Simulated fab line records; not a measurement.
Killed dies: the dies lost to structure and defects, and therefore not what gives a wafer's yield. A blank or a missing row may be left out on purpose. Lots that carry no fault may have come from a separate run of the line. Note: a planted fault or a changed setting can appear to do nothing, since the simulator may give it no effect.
Split-lot trial || flow ritCmos || 5 lots, 23 wafers read, on a route of 202 steps

== SPLIT DETAILS ==
At RIT_PRETRO_IMPLANT_08, the setting energyKev was moved away from the recipe's 45 on 11 of the 23 wafers read, by -5.8% to +3.6%. For the rest of the wafers, this setting stayed at what the recipe calls for.

Reading taken at the split's own step.

== THE READING ==
implant.drpNm (the simulator's own value, which no gauge read), in nm, at RIT_PRETRO_IMPLANT_08. There is no usual value for it anywhere in the file.

{"wafer": "L075.1", "tool, chamber at the split": "implanter-02, 0", "energyKev as run": 42.37, "against the recipe": "-5.8%", "implant.drpNm, nm": 53.12, "against lot-mates on the recipe": -1.95}
{"wafer": "L075.3", "tool, chamber at the split": "implanter-02, 0", "energyKev as run": 42.37, "against the recipe": "-5.8%", "implant.drpNm, nm": 53.12, "against lot-mates on the recipe": -1.95}
{"wafer": "L075.4", "tool, chamber at the split": "implanter-02, 0", "energyKev as run": 42.37, "against the recipe": "-5.8%", "implant.drpNm, nm": 53.12, "against lot-mates on the recipe": -1.95}
{"wafer": "L075.5", "tool, chamber at the split": "implanter-02, 0", "energyKev as run": 45, "against the recipe": "recipe", "implant.drpNm, nm": 55.07, "against lot-mates on the recipe": "-"}
{"wafer": "L075.6", "tool, chamber at the split": "implanter-02, 0", "energyKev as run": 45, "against the recipe": "recipe", "implant.drpNm, nm": 55.07, "against lot-mates on the recipe": "-"}
{"wafer": "L076.1", "tool, chamber at the split": "implanter-03, 0", "energyKev as run": 45, "against the recipe": "recipe", "implant.drpNm, nm": 55.07, "against lot-mates on the recipe": "-"}
{"wafer": "L076.5", "tool, chamber at the split": "implanter-03, 0", "energyKev as run": 45, "against the recipe": "recipe", "implant.drpNm, nm": 55.07, "against lot-mates on the recipe": "-"}
{"wafer": "L076.2", "tool, chamber at the split": "implanter-03, 0", "energyKev as run": 44.1, "against the recipe": "-2.0%", "implant.drpNm, nm": 54.41, "against lot-mates on the recipe": -0.66}
{"wafer": "L076.3", "tool, chamber at the split": "implanter-03, 0", "energyKev as run": 44.1, "against the recipe": "-2.0%", "implant.drpNm, nm": 54.41, "against lot-mates on the recipe": -0.66}
{"wafer": "L076.4", "tool, chamber at the split": "implanter-03, 0", "energyKev as run": 44.1, "against the recipe": "-2.0%", "implant.drpNm, nm": 54.41, "against lot-mates on the recipe": -0.66}
{"wafer": "L078.1", "tool, chamber at the split": "implanter-03, 0", "energyKev as run": 45, "against the recipe": "recipe", "implant.drpNm, nm": 55.07, "against lot-mates on the recipe": "-"}
{"wafer": "L078.3", "tool, chamber at the split": "implanter-03, 0", "energyKev as run": 45, "against the recipe": "recipe", "implant.drpNm, nm": 55.07, "against lot-mates on the recipe": "-"}
{"wafer": "L078.2", "tool, chamber at the split": "implanter-03, 0", "energyKev as run": 42.66, "against the recipe": "-5.2%", "implant.drpNm, nm": 53.34, "against lot-mates on the recipe": -1.73}
{"wafer": "L078.4", "tool, chamber at the split": "implanter-03, 0", "energyKev as run": 42.66, "against the recipe": "-5.2%", "implant.drpNm, nm": 53.34, "against lot-mates on the recipe": -1.73}
{"wafer": "L078.6", "tool, chamber at the split": "implanter-03, 0", "energyKev as run": 42.66, "against the recipe": "-5.2%", "implant.drpNm, nm": 53.34, "against lot-mates on the recipe": -1.73}
{"wafer": "L079.3", "tool, chamber at the split": "implanter-01, 0", "energyKev as run": 45, "against the recipe": "recipe", "implant.drpNm, nm": 55.07, "against lot-mates on the recipe": "-"}
{"wafer": "L079.4", "tool, chamber at the split": "implanter-01, 0", "energyKev as run": 45, "against the recipe": "recipe", "implant.drpNm, nm": 55.07, "against lot-mates on the recipe": "-"}
{"wafer": "L079.5", "tool, chamber at the split": "implanter-01, 0", "energyKev as run": 45, "against the recipe": "recipe", "implant.drpNm, nm": 55.07, "against lot-mates on the recipe": "-"}
{"wafer": "L084.1", "tool, chamber at the split": "implanter-02, 0", "energyKev as run": 46.62, "against the recipe": "+3.6%", "implant.drpNm, nm": 56.23, "against lot-mates on the recipe": "+1.16"}
{"wafer": "L084.6", "tool, chamber at the split": "implanter-02, 0", "energyKev as run": 46.62, "against the recipe": "+3.6%", "implant.drpNm, nm": 56.23, "against lot-mates on the recipe": "+1.16"}
{"wafer": "L084.2", "tool, chamber at the split": "implanter-02, 0", "energyKev as run": 45, "against the recipe": "recipe", "implant.drpNm, nm": 55.07, "against lot-mates on the recipe": "-"}
{"wafer": "L084.4", "tool, chamber at the split": "implanter-02, 0", "energyKev as run": 45, "against the recipe": "recipe", "implant.drpNm, nm": 55.07, "against lot-mates on the recipe": "-"}
{"wafer": "L084.5", "tool, chamber at the split": "implanter-02, 0", "energyKev as run": 45, "against the recipe": "recipe", "implant.drpNm, nm": 55.07, "against lot-mates on the recipe": "-"}

FIT RESULTS
A straight line over all 23 wafers: implant.drpNm changes by +0.331 nm for each +1% of energyKev; r = +1.00; the points scatter about the line by 0.01 nm.
The same after taking each lot's own level away (the mean of its wafers on the recipe; 23 wafers): +0.331 nm for each +1%; r = +1.00; scatter 0.01 nm.
Per that fit: largest energyKev move, reading shift of 1.9 nm.
The lots' own levels span 55.070 to 55.070 nm.
So the lot-to-lot level changes the slope little: the two slopes agree.
Check: -1.94 nm against its lot-mates is what the line predicts for one of the wafers moved furthest among these (-5.8%) when that wafer is left out of the fit. Against them it came out at -1.95 nm.

== OTHER SPLITS ON THESE WAFERS ==
Other splits were also applied to these wafers ahead of the reading. Each is held against what the fit with the lots' levels taken away leaves over:
{"other split on the same wafers": "RIT_ACTIVE_OXIDATION_01 oxTimeS", "wafers away from the commonest value": 15, "r with implant.drpNm (lot level and that fit taken away)": "+0.35"}
{"other split on the same wafers": "RIT_NWELL_COAT_01 spinRpm", "wafers away from the commonest value": 8, "r with implant.drpNm (lot level and that fit taken away)": -0.08}
{"other split on the same wafers": "RIT_PWELL_IMPLANT_08 energyKev", "wafers away from the commonest value": 11, "r with implant.drpNm (lot level and that fit taken away)": "+0.27"}
{"other split on the same wafers": "RIT_NRETRO_COAT_01 spinRpm", "wafers away from the commonest value": 8, "r with implant.drpNm (lot level and that fit taken away)": -0.18}
{"other split on the same wafers": "RIT_NRETRO_IMPLANT_08 energyKev", "wafers away from the commonest value": 9, "r with implant.drpNm (lot level and that fit taken away)": "+0.01"}

== THE WHOLE CHAIN: every reading that the file lists as answering this split, in the file's order ==
{"step": "RIT_PRETRO_IMPLANT_08", "what it does": "", "reading": "implant.rpNm (the simulator's own value, which no gauge read)", "change (the file's fit)": "+1.38 nm for each +1% of the setting", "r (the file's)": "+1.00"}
{"step": "RIT_PRETRO_IMPLANT_08", "what it does": "", "reading": "implant.drpNm (the simulator's own value, which no gauge read)", "change (the file's fit)": "+0.331 nm for each +1% of the setting", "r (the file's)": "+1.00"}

== THE FILE'S OWN FIT ==
implant.drpNm changes by +0.331 nm for each +1% of energyKev, r = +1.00.
